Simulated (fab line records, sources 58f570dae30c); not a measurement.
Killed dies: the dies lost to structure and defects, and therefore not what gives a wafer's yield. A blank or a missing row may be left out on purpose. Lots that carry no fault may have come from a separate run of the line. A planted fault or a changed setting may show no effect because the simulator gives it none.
Which tool was responsible? | flow berkeley cmos170 | 14 lots with 42 wafers sampled at 4 steps, on a route of 331 steps

== WHAT EACH GAUGE READ, for each wafer ==
UCB170_START_THK_MEAS_03.
lot  | measured    | on            | START_OXIDE_THK (nm)
L510 | day 1 19:17 | film metro-03 | 19.7 19.5 19.7
L511 | day 1 19:18 | film metro-01 | 20.5 20.0 20.2
L512 | day 1 23:22 | film metro-01 | 20.3 19.7 20.1
L513 | day 2 05:28 | film metro-02 | 20.4 19.9 20.0
L514 | day 2 10:12 | film metro-03 | 20.7 20.4 20.4
L515 | day 2 13:13 | film metro-03 | 20.5 20.3 20.5
L516 | day 2 18:52 | film metro-01 | 20.5 20.3 19.9
L521 | day 3 20:17 | film metro-03 | 20.0 19.9 19.9
L527 | day 5 03:08 | film metro-03 | 20.3 20.4 20.9
L529 | day 5 13:41 | film metro-02 | 20.1 19.8 19.6
L530 | day 5 18:01 | film metro-01 | 20.2 20.2 20.1
L531 | day 5 22:16 | film metro-03 | 20.7 20.7 20.6
L532 | day 6 05:26 | film metro-01 | 20.0 20.3 19.9
L533 | day 6 10:48 | film metro-02 | 20.1 20.0 20.2

UCB170_CONTACT_CD_MEAS_15: the cd target is 700 nm.
lot  | measured     | on        | cd nm (nm)
L510 | day 6 16:12  | cd sem-02 | 700.3 699.4 700.6
L511 | day 6 23:36  | cd sem-01 | 701.5 700.5 700.8
L512 | day 7 01:19  | cd sem-02 | 699.7 699.9 700.9
L513 | day 7 10:53  | cd sem-02 | 701.6 701.0 701.0
L514 | day 7 10:44  | cd sem-01 | 701.3 700.7 701.0
L515 | day 7 11:11  | cd sem-02 | 700.3 701.7 701.6
L516 | day 7 23:13  | cd sem-01 | 700.5 699.2 698.6
L521 | day 9 01:20  | cd sem-01 | 700.6 700.1 699.6
L527 | day 10 15:49 | cd sem-02 | 700.2 699.7 702.1
L529 | day 10 22:44 | cd sem-01 | 701.4 701.2 700.4
L530 | day 10 22:59 | cd sem-02 | 702.3 703.1 701.8
L531 | day 11 20:20 | cd sem-01 | 700.5 700.2 698.7
L532 | day 12 00:30 | cd sem-02 | 699.3 700.1 699.1
L533 | day 12 01:57 | cd sem-02 | 699.8 700.9 699.8

== WHICH TOOL RAN EACH LOT (tool, then ch and the chambers of the sampled wafers, then the start) ==
lot  | UCB170_NWELL_STRIP_15               | UCB170_WELLDRIVE_ANNEAL_03
L510 | plasma asher-01 ch 0,1, day 2 08:40 | furnace-03 ch 0, day 3 14:47
L511 | plasma asher-04 ch 0,1, day 2 08:26 | furnace-03 ch 0, day 3 20:32
L512 | plasma asher-04 ch 0,1, day 2 12:48 | furnace-03 ch 0, day 3 20:32
L513 | plasma asher-01 ch 0,1, day 2 21:22 | furnace-04 ch 0, day 4 00:32
L514 | plasma asher-04 ch 0,1, day 3 03:06 | furnace-02 ch 0, day 4 04:23
L515 | plasma asher-01 ch 0,1, day 3 02:49 | furnace-02 ch 0, day 4 04:23
L516 | plasma asher-01 ch 0,1, day 3 09:20 | furnace-04 ch 0, day 4 18:23
L521 | plasma asher-04 ch 0,1, day 4 10:54 | furnace-02 ch 0, day 5 15:38
L527 | plasma asher-02 ch 0,1, day 5 21:58 | furnace-03 ch 0, day 7 06:37
L529 | plasma asher-04 ch 0,1, day 6 02:28 | furnace-03 ch 0, day 7 10:37
L530 | plasma asher-04 ch 0,1, day 6 08:12 | furnace-03 ch 0, day 7 13:13
L531 | plasma asher-04 ch 0,1, day 6 18:23 | furnace-04 ch 0, day 8 03:21
L532 | plasma asher-01 ch 0,1, day 7 02:32 | furnace-04 ch 0, day 8 08:26
L533 | plasma asher-01 ch 0,1, day 7 08:04 | furnace-02 ch 0, day 8 13:49
- UCB170_NWELL_STRIP_15: strips in O2.
- UCB170_WELLDRIVE_ANNEAL_03: time 900 s.

== WHAT THE TOOLS THEMSELVES READ (means of the sampled wafers that have a number; where no wafer has one, the mark that the record gives instead) ==
UCB170_NWELL_STRIP_15.
lot  | tool            | drypump motor current A (A) | oes product au (a.u.) | strip time to endpoint s (s)
L510 | plasma asher-01 | 5.8                         | 0.724                 | 18.08
L511 | plasma asher-04 | 5.7                         | 0.722                 | 18.05
L512 | plasma asher-04 | 5.7                         | 0.722                 | 17.92
L513 | plasma asher-01 | 5.7                         | 0.720                 | 17.93
L514 | plasma asher-04 | 5.6                         | 0.718                 | 17.94
L515 | plasma asher-01 | 5.7                         | 0.725                 | 17.87
L516 | plasma asher-01 | 5.7                         | 0.722                 | 18.10
L521 | plasma asher-04 | 5.7                         | 0.719                 | 17.89
L527 | plasma asher-02 | 5.5                         | 0.718                 | 17.88
L529 | plasma asher-04 | 5.7                         | 0.724                 | 18.01
L530 | plasma asher-04 | 5.6                         | 0.723                 | 18.10
L531 | plasma asher-04 | 5.6                         | 0.723                 | 18.00
L532 | plasma asher-01 | 5.7                         | 0.717                 | 17.96
L533 | plasma asher-01 | 5.8                         | 0.724                 | 18.00

UCB170_WELLDRIVE_ANNEAL_03.
lot  | tool       | spike tc load C (C)
L510 | furnace-03 | 1122
L511 | furnace-03 | 1122
L512 | furnace-03 | 1123
L513 | furnace-04 | 1132
L514 | furnace-02 | 1126
L515 | furnace-02 | 1125
L516 | furnace-04 | 1132
L521 | furnace-02 | 1126
L527 | furnace-03 | 1122
L529 | furnace-03 | 1121
L530 | furnace-03 | 1122
L531 | furnace-04 | 1131
L532 | furnace-04 | 1132
L533 | furnace-02 | 1127

== THE ANSWER, worked out from the rows above alone ==
Rule: what is usual is taken from the lots themselves. The widest of any qualifying gaps counts: lots, ordered by their means at a reading, are off when they make up no more than a third of the lots, leave a main group of 4 or more, and stand apart from it by 3 or more times the standard deviation of that group's means. A main group whose means are all the same, to the digits that the tables above print for the reading, isn't used. Also off: a lot with no number at a reading for which 4 or more lots have one. All remaining lots with rows at the step are treated as sound. Order of review: gauges by route order, followed by the tools' own readings, for which a lot's mean as printed above is used. The first step at which some lot is off is used, and at that step the reading that is off furthest; a lot without a number counts as furthest.
None of the lots is off at any reading shown; this tells nothing.

== WHAT HAD BEEN PUT IN BY THE SIMULATOR ==
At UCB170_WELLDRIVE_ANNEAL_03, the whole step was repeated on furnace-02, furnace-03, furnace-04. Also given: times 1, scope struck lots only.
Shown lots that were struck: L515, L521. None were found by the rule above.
